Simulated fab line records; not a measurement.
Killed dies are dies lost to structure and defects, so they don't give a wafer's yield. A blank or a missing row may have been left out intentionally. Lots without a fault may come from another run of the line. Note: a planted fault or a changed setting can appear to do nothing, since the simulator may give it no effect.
fab line records ; flow ritCmos
record: lots: 14; wafers: 42; lastDay: 7
route steps=202 shown FOX1@20 NWELL@34 GATE@85 NLDD@112
lots that met no fault: taken from a fault-free run of the same line
startH: hours from the record's opening day to when the first of the lot's shown wafers began ; waitH: hours elapsed since this lot's preceding step ; " repeats the value in the row above ; L1.1+2: a row that stands for several wafers ; - either no value or no given start ; * or withheld: withheld ; < > ~ a bound
route shown NAME@n: a module of which the file shows steps, and the number in the route of the first ; usual: mean/standard deviation of fault-free wafers ; same: alike in all rows ; chamber/n: place in a boat ; sites: per-site readings ; _std_site: standard deviation of those values ; _edge_site: inner sites' mean taken away from outer sites' mean ; radiusMm: for every site, how far away it sits from the centre of the wafer ; mask NAME#n: copy n ; behind: the most recent tool/chamber to have shaped the wafer ; hold: what put the lot on hold/how long, in hours/how the hold closed ; device: whichever transistor did not switch (one of n, p or np) ; end of line: at the end of the route, the tests of the same wafers ; where a step has no rows: the recipe by itself ; killed: the dies lost at the first sort to structure and to defects; this is not the yield of the wafer ; map: a wafer's dies, marking killed ones x, the rest . and places with no die _
set.NAME: the run value of the setting; set.NAME@STEP: its run value at that earlier step ; model.NAME: the simulator's own value behind a step, which no gauge read
route steps across a sampled set of lots; one table per step, one row per wafer
services: from which hour (startH, from the record's first day; less than 0 if before it) a tool's chamber was out of use, for how many hours, and why
== steps ==
step: RIT_FOX1_OXIDATION_00
recipe: tempC: 1100; ambient: H2O; targetThkA: 3507; pH2oTorr: 720; oxTimeS: 1130
usual: oxTempC: 1100.0/0.47; oxTempCMax: 1103.0/0.68; oxTimeS: 1130/0; spikeTcLoadC: 1130.6/2; spikeTcSourceC: 1125/4.1; zonePowerCentrePct: 58/3.7
lot.wafer;tool;chamber;startH;waitH;oxTempC;oxTempCMax;oxTimeS;spikeTcLoadC;spikeTcSourceC;zonePowerCentrePct
L622.1;furnace-01;-;25.52;0.0;-;-;-;-;-;-
L622.2;furnace-01;-;25.52;0.0;-;-;-;-;-;-
L622.4;furnace-01;-;25.52;0.0;-;-;-;-;-;-
L623.1;furnace-02;-;31.36;0.0;-;-;-;-;-;-
L623.3;furnace-02;-;31.36;0.0;-;-;-;-;-;-
L623.5;furnace-02;-;31.36;0.0;-;-;-;-;-;-
L624.1;furnace-02;0;36.64;0.7;1100.1;1102.6;1130;1130.5;1129;62
L624.3;furnace-02;0;36.64;0.7;1100.2;1103.0;1130;1132.2;1130;62
L624.6;furnace-02;0;36.64;0.7;1100.2;1103.4;1130;1134.1;1129;61
L628.1;furnace-01;0;56.90;1.3;1100.0;1102.5;1130;1132.7;1122;56
L628.2;furnace-01;0;56.90;1.3;1099.7;1102.9;1130;1133.2;1122;56
L628.4;furnace-01;0;56.90;1.3;1099.8;1103.1;1130;1128.5;1123;54
L629.1;furnace-02;0;60.67;0.0;1099.8;1102.5;1130;1133.3;1129;62
L629.3;furnace-02;0;60.67;0.0;1100.2;1102.6;1130;1133.5;1129;61
L629.6;furnace-02;0;60.67;0.0;1099.1;1102.5;1130;1132.2;1129;62
L630.1;furnace-01;0;66.53;0.0;1100.8;1103.5;1130;1131.0;1123;56
L630.3;furnace-01;0;66.53;0.0;1100.4;1103.6;1130;1131.2;1123;57
L630.4;furnace-01;0;66.53;0.0;1099.8;1103.0;1130;1132.3;1121;55
L632.1;furnace-04;0;75.95;0.0;1099.9;1102.0;1130;1128.9;1119;53
L632.5;furnace-04;0;75.95;0.0;1100.1;1103.6;1130;1127.9;1121;54
L632.6;furnace-04;0;75.95;0.0;1100.1;1104.1;1130;1129.5;1122;53
L633.3;furnace-04;0;80.51;0.0;1099.8;1102.3;1130;1128.2;1121;53
L633.4;furnace-04;0;80.51;0.0;1099.8;1102.4;1130;1129.7;1121;52
L633.5;furnace-04;0;80.51;0.0;1101.0;1103.4;1130;1129.0;1120;54
L634.3;furnace-01;0;85.63;0.0;1099.8;1102.6;1130;1131.1;1122;56
L634.4;furnace-01;0;85.63;0.0;1099.8;1103.0;1130;1131.7;1124;55
L634.6;furnace-01;0;85.63;0.0;1099.9;1103.7;1130;1132.4;1123;56
L636.1;furnace-02;0;96.23;0.6;1101.0;1105.2;1130;1131.5;1130;62
L636.2;furnace-02;0;96.23;0.6;1100.3;1102.9;1130;1131.1;1130;61
L636.5;furnace-02;0;96.23;0.6;1100.5;1104.1;1130;1131.2;1130;62
L638.2;furnace-02;0;105.65;0.0;1099.8;1103.5;1130;1132.5;1128;62
L638.4;furnace-02;0;105.65;0.0;1099.8;1102.4;1130;1131.8;1130;62
L638.6;furnace-02;0;105.65;0.0;1100.1;1102.6;1130;1131.3;1130;62
L639.1;furnace-04;0;112.03;0.9;1100.5;1103.5;1130;1128.0;1124;54
L639.3;furnace-04;0;112.03;0.9;1100.5;1103.5;1130;1127.7;1123;53
L639.6;furnace-04;0;112.03;0.9;1100.5;1103.2;1130;1129.0;1121;53
L642.2;furnace-04;0;127.13;1.3;1100.0;1102.6;1130;1127.2;1123;53
L642.3;furnace-04;0;127.13;1.3;1099.9;1102.8;1130;1127.7;1120;54
L642.5;furnace-04;0;127.13;1.3;1100.3;1103.4;1130;1127.8;1121;53
L643.2;furnace-02;0;132.93;1.6;1099.5;1102.1;1130;1132.3;1129;62
L643.5;furnace-02;0;132.93;1.6;1100.9;1104.3;1130;1131.4;1130;61
L643.6;furnace-02;0;132.93;1.6;1099.9;1103.2;1130;1130.7;1129;61
step: RIT_NWELL_OVL_MEAS_06
usual: NWELL_OVL: -1.2/1.3
lot.wafer;tool;chamber;startH;waitH;NWELL_OVL[nm]
L624.1;overlay-02;-;41.66;-;-1.6
L624.3;overlay-02;-;41.66;-;-2.3
L624.6;overlay-02;-;41.66;-;-1.5
L628.1;overlay-02;-;61.66;-;-2.8
L628.2;overlay-02;-;61.66;-;-2.3
L628.4;overlay-02;-;61.66;-;-2.1
L629.1;overlay-01;-;65.61;-;-0.8
L629.3;overlay-01;-;65.61;-;-2.9
L629.6;overlay-01;-;65.61;-;-2.5
L630.1;overlay-01;-;71.93;-;0.5
L630.3;overlay-01;-;71.93;-;0.2
L630.4;overlay-01;-;71.93;-;0.1
L632.1;overlay-02;-;80.84;-;-2.6
L632.5;overlay-02;-;80.84;-;-1.6
L632.6;overlay-02;-;80.84;-;-1.6
L633.3;overlay-02;-;85.24;-;-1.4
L633.4;overlay-02;-;85.24;-;-0.1
L633.5;overlay-02;-;85.24;-;0.0
L634.3;overlay-02;-;90.41;-;-0.8
L634.4;overlay-02;-;90.41;-;0.4
L634.6;overlay-02;-;90.41;-;-1.7
L636.1;overlay-02;-;100.85;-;-1.1
L636.2;overlay-02;-;100.85;-;-1.6
L636.5;overlay-02;-;100.85;-;-0.1
L638.2;overlay-02;-;110.90;-;0.9
L638.4;overlay-02;-;110.90;-;0.6
L638.6;overlay-02;-;110.90;-;-0.8
L639.1;overlay-02;-;116.98;-;-4.9
L639.3;overlay-02;-;116.98;-;-3.2
L639.6;overlay-02;-;116.98;-;-4.4
L642.2;overlay-01;-;131.88;-;0.3
L642.3;overlay-01;-;131.88;-;-1.8
L642.5;overlay-01;-;131.88;-;-1.3
L643.2;overlay-02;-;140.26;-;0.5
L643.5;overlay-02;-;140.26;-;-1.9
L643.6;overlay-02;-;140.26;-;-1.2
step: RIT_GATE_THK_MEAS_09
recipe: reads: poly-Si_of_GATE_CVD_08
usual: GATE_POLY_THK: 249.9/2
lot.wafer;tool;chamber;startH;waitH;GATE_POLY_THK[nm]
L624.1;filmMetro-01;-;57.32;0.0;252.0
L624.3;filmMetro-01;-;57.32;0.0;250.8
L624.6;filmMetro-01;-;57.32;0.0;251.0
L628.1;filmMetro-04;-;76.32;0.0;253.0
L628.2;filmMetro-04;-;76.32;0.0;251.5
L628.4;filmMetro-04;-;76.32;0.0;250.3
L629.1;filmMetro-03;-;80.06;0.0;244.5
L629.3;filmMetro-03;-;80.06;0.0;243.1
L629.6;filmMetro-03;-;80.06;0.0;247.7
L630.1;filmMetro-04;-;86.32;0.0;250.1
L630.3;filmMetro-04;-;86.32;0.0;248.9
L630.4;filmMetro-04;-;86.32;0.0;250.0
L632.1;filmMetro-04;-;95.63;0.0;251.4
L632.5;filmMetro-04;-;95.63;0.0;251.0
L632.6;filmMetro-04;-;95.63;0.0;249.3
L633.3;filmMetro-01;-;100.50;0.0;249.0
L633.4;filmMetro-01;-;100.50;0.0;248.6
L633.5;filmMetro-01;-;100.50;0.0;251.2
L634.3;filmMetro-01;-;107.34;0.0;249.3
L634.4;filmMetro-01;-;107.34;0.0;252.5
L634.6;filmMetro-01;-;107.34;0.0;251.6
L636.1;filmMetro-03;-;116.96;0.0;252.5
L636.2;filmMetro-03;-;116.96;0.0;251.0
L636.5;filmMetro-03;-;116.96;0.0;251.6
L638.2;filmMetro-03;-;127.89;0.0;248.8
L638.4;filmMetro-03;-;127.89;0.0;248.8
L638.6;filmMetro-03;-;127.89;0.0;251.6
L639.1;filmMetro-04;-;131.87;0.0;252.0
L639.3;filmMetro-04;-;131.87;0.0;250.9
L639.6;filmMetro-04;-;131.87;0.0;249.6
L642.2;filmMetro-01;-;151.50;0.0;248.2
L642.3;filmMetro-01;-;151.50;0.0;249.4
L642.5;filmMetro-01;-;151.50;0.0;245.4
L643.2;filmMetro-04;-;156.83;0.0;251.4
L643.5;filmMetro-04;-;156.83;0.0;253.4
L643.6;filmMetro-04;-;156.83;0.0;250.6
step: RIT_NLDD_STRIP_09
recipe: chemistry: O2; timeS: 180; resist: NOVOLAK; platenTempC: withheld; powerW: 500; pressureMtorr: 4000; o2FlowSccm: 4000
usual: drypumpMotorCurrentA: 5.93/0.21
same: timeS: 180
lot.wafer;tool;chamber;startH;waitH;drypumpMotorCurrentA;rfHoursCounterH
L624.1;plasmaAsher-01;0;63.34;0.1;5.81;44
L624.3;plasmaAsher-01;0;63.34;0.1;5.82;-
L624.6;plasmaAsher-01;1;63.34;0.1;5.90;-
L628.1;plasmaAsher-03;1;82.17;0.1;6.02;44
L628.2;plasmaAsher-03;0;82.17;0.1;6.16;44
L628.4;plasmaAsher-03;1;82.17;0.1;5.99;-
L629.1;plasmaAsher-02;0;86.01;0.1;5.44;45
L629.3;plasmaAsher-02;0;86.01;0.1;5.44;-
L629.6;plasmaAsher-02;1;86.01;0.1;6.11;-
L630.1;plasmaAsher-03;0;92.72;0.1;6.18;45
L630.3;plasmaAsher-03;0;92.72;0.1;6.15;-
L630.4;plasmaAsher-03;1;92.72;0.1;5.98;-
L632.1;plasmaAsher-01;0;101.88;0.1;5.80;49
L632.5;plasmaAsher-01;0;101.88;0.1;5.81;-
L632.6;plasmaAsher-01;1;101.88;0.1;5.88;-
L633.3;plasmaAsher-01;0;106.82;0.1;5.80;-
L633.4;plasmaAsher-01;1;106.82;0.1;5.88;-
L633.5;plasmaAsher-01;1;106.82;0.1;5.92;-
L634.3;plasmaAsher-01;1;113.46;0.1;5.89;-
L634.4;plasmaAsher-01;0;113.46;0.1;5.82;-
L634.6;plasmaAsher-01;1;113.46;0.1;5.91;-
L636.1;plasmaAsher-02;0;123.74;0.1;5.44;0
L636.2;plasmaAsher-02;1;123.74;0.1;6.13;0
L636.5;plasmaAsher-02;1;123.74;0.1;6.10;-
L638.2;plasmaAsher-01;1;135.93;0.1;5.89;52
L638.4;plasmaAsher-01;1;135.93;0.1;5.93;-
L638.6;plasmaAsher-01;1;135.93;0.1;5.91;-
L639.1;plasmaAsher-03;0;138.48;0.1;6.16;50
L639.3;plasmaAsher-03;0;138.48;0.1;6.19;-
L639.6;plasmaAsher-03;0;138.48;0.1;6.17;-
L642.2;plasmaAsher-03;1;157.55;0.1;6.00;52
L642.3;plasmaAsher-03;1;157.55;0.1;6.02;-
L642.5;plasmaAsher-03;1;157.55;0.1;6.00;-
L643.2;plasmaAsher-01;0;163.34;0.1;5.80;54
L643.5;plasmaAsher-01;0;163.34;0.1;5.79;-
L643.6;plasmaAsher-01;1;163.34;0.1;5.91;-
== services ==
tool;chamber;startH;hours;kind
plasmaAsher-03;-;10.82;4.0;repair
plasmaAsher-01;-;27.67;0.6;repair
furnace-02;-;43.84;3.9;pm
furnace-02;-;88.29;4.0;pm
furnace-02;-;94.02;2.2;pm
furnace-01;-;102.39;67.7;pm
plasmaAsher-02;-;108.75;9.0;pm
plasmaAsher-02;0;108.75;9.0;ventCycle
plasmaAsher-02;1;108.75;9.0;ventCycle
furnace-04;-;117.39;2.8;pm
plasmaAsher-02;0;117.75;-;clean
plasmaAsher-02;1;117.75;-;clean
plasmaAsher-01;-;144.01;10.0;pm
== key ==
firstSign: step: RIT_FOX1_OXIDATION_00; reading: toolRecord; direction: missing
effect none on later readings
metAt RIT_FOX1_OXIDATION_00
struckLots L622,L623
laterRowsLeftOut L622.1,L622.2,L622.4,L623.1,L623.3,L623.5
sortLeftOut L622.1,L622.2,L622.4,L623.1,L623.3,L623.5
testerLeftOut L622,L623
notActingAt RIT_NWELL_OVL_MEAS_06,RIT_GATE_THK_MEAS_09,RIT_NLDD_STRIP_09
fault: kind: skippedStepWhole; tool: furnace-01,furnace-02; chamber: -; onsetH: 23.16; steps: RIT_FOX1_OXIDATION_00; scope: struckLotsOnly
testerLeftOut: of these lots the tester's yield and bins aren't shown, on N5 and GAA mostly nor the transistor test; their killed dies are dies lost to structure and defects alone, not to doping, threshold or leakage, so they don't give the yield
sortLeftOut: the simulated sort isn't trusted on such a fault, so these wafers' sort isn't shown, and their yield isn't known
laterRowsLeftOut: the simulator's readings of these wafers behind a module that went badly wrong aren't trusted and aren't shown, but for the sort
